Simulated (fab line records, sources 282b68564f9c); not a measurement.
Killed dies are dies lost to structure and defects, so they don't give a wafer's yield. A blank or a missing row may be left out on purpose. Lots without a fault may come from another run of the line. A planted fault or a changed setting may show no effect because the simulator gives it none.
Problem report in the 8D (eight disciplines) form, filled by code | flow rit_cmos | the parts of the form that need people (team, actions taken, sign-off) are left out

1. THE PROBLEM
heater_power_total_W at RIT_PLDD_SOFTBAKE_02 reads a mean of 32.77 W on 6 wafers of 2 lots; wafers without a fault read 34.57 W with a standard deviation of 0.047. That is -38 standard deviations from the usual mean.
The step: time 60 s.
First seen on wafer L233.1, day 5 00:29, on litho_track-01. The record holds 42 wafers of 14 lots with a number at this step. Rule for "out", or "out of limits": more than 4 standard deviations from the usual mean. The other wafers with a number count as sound.

2. WHAT IT IS AND WHAT IT IS NOT
question                    | is                                 | is not
which readings at this step | heater_power_total_W, plate_temp_C | -
which lots                  | L233, L234                         | L223, L224, L226, L227, L228, L229, L230, L240, L241, L243, L244, L245
which wafers of those lots  | all that have a number             | -
read on which tools         | litho_track-01                     | litho_track-02, litho_track-03
when                        | from day 5 00:29                   | up to then (21 sound wafers); but 15 sound wafers of L240, L241, L243, L244, L245 came after

3. SUSPECTS, AND WHAT RULES EACH OUT
Counting: a tool at a process step up to the reading stays a suspect if it ran every lot that is out and no sound lot after the first of them.
- plasma_asher-02 at RIT_NRETRO_STRIP_09 (strips in O2, time 180 s): ruled out as a lasting fault. Sound lots L241, L243 ran on it after its first lot that is out, L233 (day 4 08:47).
- litho_track-01 at RIT_PLDD_SOFTBAKE_02 (time 60 s): kept. It ran every lot that is out, first L233 (day 5 00:29), and no sound lot after that; its last sound lot up to then is L230 (day 4 14:20). Its own readings are out on those wafers: heater_power_total_W, plate_temp_C.
Left after counting: litho_track-01 at RIT_PLDD_SOFTBAKE_02.

4. THE CAUSE (what the simulator had put in)
Process parameter drift: litho_track-01, from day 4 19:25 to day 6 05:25, at RIT_PLDD_SOFTBAKE_02. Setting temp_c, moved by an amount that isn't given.
Counting left only this tool.

5. THE CHAIN OF EFFECTS, in route order
Each row: a reading whose mean over the struck wafers that have a number lies more than 3 standard deviations from the usual. Only readings for which the record gives a usual standard deviation are gone through. hours: the time from each lot's start at the first step in this table that gives one to its start at this step, as a median over the lots. sigmas: the change in usual standard deviations.
hours | step                 | reading              | usual   | on struck wafers | change | sigmas
0     | RIT_PLDD_SOFTBAKE_02 | heater_power_total_W | 34.57 W | 32.77            | -1.80  | -38
0     | RIT_PLDD_SOFTBAKE_02 | plate_temp_C         | 90.00 C | 86.59            | -3.41  | -24
The process steps in it:
- RIT_PLDD_SOFTBAKE_02: time 60 s.

6. WHAT WOULD HAVE CAUGHT IT SOONER
In this record the first reading out of limits was taken at day 5 00:29, 5 hours after the fault began at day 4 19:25.
